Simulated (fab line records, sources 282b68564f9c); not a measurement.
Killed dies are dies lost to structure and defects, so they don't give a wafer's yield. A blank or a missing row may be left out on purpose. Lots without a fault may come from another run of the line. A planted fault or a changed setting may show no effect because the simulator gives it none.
Which tool did it? | flow rit_cmos | 15 lots, 45 wafers sampled, at 5 steps of a route of 202

WHAT THE GAUGES READ, wafer by wafer
RIT_ACTIVE_THK_MEAS_02. Usual: ACTIVE_OXIDE_THK 47.2 nm, standard deviation 0.84.
lot  | measured    | on            | ACTIVE_OXIDE_THK (nm)         | flag
L713 | day 1 12:53 | film_metro-02 | 47.0 46.5 48.0                |
L714 | day 1 18:25 | film_metro-04 | 47.1 47.4 47.4                |
L716 | day 2 03:04 | film_metro-03 | 48.4 47.6 48.4                |
L719 | day 2 18:05 | film_metro-02 | 48.6 48.1 48.1                |
L720 | day 2 23:03 | film_metro-03 | 46.7 47.4 47.5                |
L721 | day 3 04:03 | film_metro-02 | 48.2 48.2 47.6                |
L722 | day 3 09:25 | film_metro-03 | 49.2 48.4 48.9                |
L723 | day 3 14:03 | film_metro-03 | 46.3 46.0 46.1                |
L724 | day 3 19:03 | film_metro-02 | 47.3 48.0 46.7                |
L725 | day 4 00:04 | film_metro-04 | 41.3 41.0 41.5 41.3 41.0 41.5 | OFF
L726 | day 4 05:03 | film_metro-04 | 42.0 40.7 41.4 42.1 40.8 41.4 | OFF
L729 | day 4 20:04 | film_metro-02 | 40.8 40.8 41.1 40.7 40.7 41.1 | OFF
L733 | day 5 16:03 | film_metro-04 | 46.6 46.2 46.6                |
L734 | day 5 21:03 | film_metro-03 | 48.5 48.0 46.8                |
L736 | day 6 07:03 | film_metro-02 | 45.8 45.7 46.0                |

RIT_PWELL_TW_MEAS_10. Usual: PWELL_TW 956, standard deviation 11.
lot  | measured    | on            | PWELL_TW    | flag
L713 | day 1 23:46 | film_metro-01 | 961 955 958 |
L714 | day 2 04:51 | film_metro-02 | 963 964 963 |
L716 | day 2 14:03 | film_metro-02 | 967 963 962 |
L719 | day 3 05:43 | film_metro-04 | 936 939 938 |
L720 | day 3 10:00 | film_metro-02 | 959 966 963 |
L721 | day 3 16:08 | film_metro-02 | 962 962 965 |
L722 | day 3 19:56 | film_metro-02 | 959 959 960 |
L723 | day 4 01:28 | film_metro-04 | 938 942 941 |
L724 | day 4 06:05 | film_metro-04 | 944 937 945 |
L725 | day 4 17:29 | film_metro-01 | 978 970 965 |
L726 | day 4 21:04 | film_metro-04 | 939 941 942 |
L729 | day 5 12:08 | film_metro-01 | 964 962 962 |
L733 | day 6 03:04 | film_metro-02 | 970 969 970 |
L734 | day 6 07:32 | film_metro-04 | 943 940 944 |
L736 | day 6 17:41 | film_metro-01 | 968 966 963 |

RIT_CONTACT_CD_MEAS_08: target cd 1000 nm. Usual: cd_nm 1000.2 nm, standard deviation 2.2.
lot  | measured    | on        | cd_nm (nm)           | flag
L713 | day 3 09:27 | cd_sem-01 | 999.9 1001.5 1002.5  |
L714 | day 3 11:11 | cd_sem-01 | 996.1 995.9 997.1    |
L716 | day 3 21:10 | cd_sem-01 | 1003.0 1003.4 1003.9 |
L719 | day 4 10:23 | cd_sem-01 | 999.1 1000.6 998.7   |
L720 | day 4 13:53 | cd_sem-02 | 1003.2 1001.1 1001.3 |
L721 | day 4 20:16 | cd_sem-01 | 997.5 1001.3 998.8   |
L722 | day 5 00:50 | cd_sem-01 | 999.7 996.6 998.4    |
L723 | day 5 05:58 | cd_sem-01 | 1001.5 999.6 998.8   |
L724 | day 5 10:16 | cd_sem-01 | 997.7 996.1 998.6    |
L725 | day 6 05:14 | cd_sem-01 | 1000.6 1001.3 1001.1 |
L729 | day 6 20:43 | cd_sem-01 | 1000.9 1001.1 1000.0 |
L733 | day 7 08:22 | cd_sem-01 | 997.5 998.2 1001.1   |
L734 | day 7 12:41 | cd_sem-01 | 998.3 1000.4 1000.6  |
L736 | day 8 04:02 | cd_sem-02 | 999.8 1001.4 1002.1  |

WHICH TOOL RAN EACH LOT (tool, then ch and the chambers of the sampled wafers, then the start)
lot  | RIT_ACTIVE_OXIDATION_01      | RIT_GATE_SOFTBAKE_12
L713 | furnace-02 ch 0, day 1 10:56 | litho_track-03 ch 0, day 2 16:50
L714 | furnace-01 ch 0, day 1 16:29 | litho_track-02 ch 0, day 2 18:26
L716 | furnace-02 ch 0, day 2 01:07 | litho_track-03 ch 0, day 3 04:55
L719 | furnace-04 ch 0, day 2 16:09 | litho_track-02 ch 0, day 3 18:23
L720 | furnace-02 ch 0, day 2 21:07 | litho_track-04 ch 0, day 3 22:31
L721 | furnace-04 ch 0, day 3 02:07 | litho_track-04 ch 0, day 4 05:10
L722 | furnace-01 ch 0, day 3 07:29 | litho_track-04 ch 0, day 4 08:32
L723 | furnace-04 ch 0, day 3 12:07 | litho_track-04 ch 0, day 4 14:40
L724 | furnace-04 ch 0, day 3 17:07 | litho_track-02 ch 0, day 4 18:45
L725 | furnace-04 ch 0, day 3 22:07 | litho_track-03 ch 0, day 5 11:08
L726 | furnace-04 ch 0, day 4 03:07 | litho_track-02 ch 0, day 5 15:05
L729 | furnace-04 ch 0, day 4 18:07 | litho_track-04 ch 0, day 6 02:25
L733 | furnace-01 ch 0, day 5 14:07 | litho_track-02 ch 0, day 6 16:28
L734 | furnace-01 ch 0, day 5 19:07 | litho_track-04 ch 0, day 6 21:20
L736 | furnace-01 ch 0, day 6 05:07 | litho_track-02 ch 0, day 7 06:26
- RIT_ACTIVE_OXIDATION_01: target thk 46.8 nm, ox time 3360 s.
- RIT_GATE_SOFTBAKE_12: time 62 s.

WHAT THE TOOLS THEMSELVES READ (means of the sampled wafers that have a number; where no wafer has one, the mark that the record gives instead)
RIT_ACTIVE_OXIDATION_01. Usual: ox_temp_c 1000.0 C, standard deviation 0.42; zone_power_centre_pct 41.6 %, standard deviation 1.6.
lot  | tool       | ox_temp_c (C) | zone_power_centre_pct (%) | flag
L713 | furnace-02 | 1000.1        | 42.8                      |
L714 | furnace-01 | 1000.7        | 39.6                      |
L716 | furnace-02 | 1000.3        | 42.5                      |
L719 | furnace-04 | 1000.2        | 42.8                      |
L720 | furnace-02 | 1000.7        | 42.7                      |
L721 | furnace-04 | 999.6         | 42.8                      |
L722 | furnace-01 | 999.7         | 39.5                      |
L723 | furnace-04 | 1000.1        | 42.9                      |
L724 | furnace-04 | 1000.2        | 42.5                      |
L725 | furnace-04 | 1000.0        | 42.7                      |
L726 | furnace-04 | 999.9         | 43.0                      |
L729 | furnace-04 | 1000.1        | 42.7                      |
L733 | furnace-01 | 1000.2        | 39.4                      |
L734 | furnace-01 | 1000.1        | 39.2                      |
L736 | furnace-01 | 999.9         | 39.4                      |

RIT_GATE_SOFTBAKE_12. Usual: exhaust_pa 44.9 Pa, standard deviation 0.86; plate_sensor_t_centre_C 90.968 C, standard deviation 0.0097; plate_sensor_t_edge_C 91.021 C, standard deviation 0.01.
lot  | tool           | exhaust_pa (Pa) | plate_sensor_t_centre_C (C) | plate_sensor_t_edge_C (C) | flag
L713 | litho_track-03 | 45.4            | 90.962                      | 91.013                    |
L714 | litho_track-02 | 44.9            | 90.963                      | 91.014                    |
L716 | litho_track-03 | 45.2            | 90.971                      | 91.025                    |
L719 | litho_track-02 | 45.7            | 90.964                      | 91.014                    |
L720 | litho_track-04 | 44.7            | 90.967                      | 91.030                    |
L721 | litho_track-04 | 45.6            | 90.962                      | 91.019                    |
L722 | litho_track-04 | 44.0            | 90.968                      | 91.022                    |
L723 | litho_track-04 | 44.3            | 90.977                      | 91.028                    |
L724 | litho_track-02 | 45.8            | 90.966                      | 91.019                    |
L725 | litho_track-03 | 44.4            | 90.961                      | 91.023                    |
L726 | litho_track-02 | 43.8            | 90.970                      | 91.026                    |
L729 | litho_track-04 | 45.2            | 90.964                      | 91.022                    |
L733 | litho_track-02 | 43.8            | 90.967                      | 91.025                    |
L734 | litho_track-04 | 45.4            | 90.975                      | 91.018                    |
L736 | litho_track-02 | 45.0            | 90.972                      | 91.015                    |

THE ANSWER, worked out from the rows above alone
Rule: a lot is off if the mean of its wafers that have a number lies more than 3 standard deviations from the usual mean. A lot without any number at a reading at which 4 lots or more have one is off too. The other lots that the step has rows for count as sound. The gauges are gone through in route order, then the tools' own readings, and for those a lot's mean is taken as printed above. The first step at which some lot is off is used, and at that step the reading that is off furthest; a lot without a number counts as furthest.
Off: L725, L726, L729, at RIT_ACTIVE_THK_MEAS_02 (ACTIVE_OXIDE_THK).
A tool fits if, at a process step before that reading, it ran every lot that is off, and no sound lot after the first of them. The gauges at RIT_ACTIVE_THK_MEAS_02 are tried like those tools. One fits: furnace-04 at RIT_ACTIVE_OXIDATION_01. Its last sound lot is L724 (day 3 17:07), its first lot that is off L725 (day 3 22:07): a fault that began between those two fits.

WHAT THE SIMULATOR HAD PUT IN
Process parameter drift: furnace-04, from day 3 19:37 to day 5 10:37, at RIT_ACTIVE_OXIDATION_01. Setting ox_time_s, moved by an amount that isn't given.
Lots struck among those shown: L725, L726, L729. The rule above found the same.
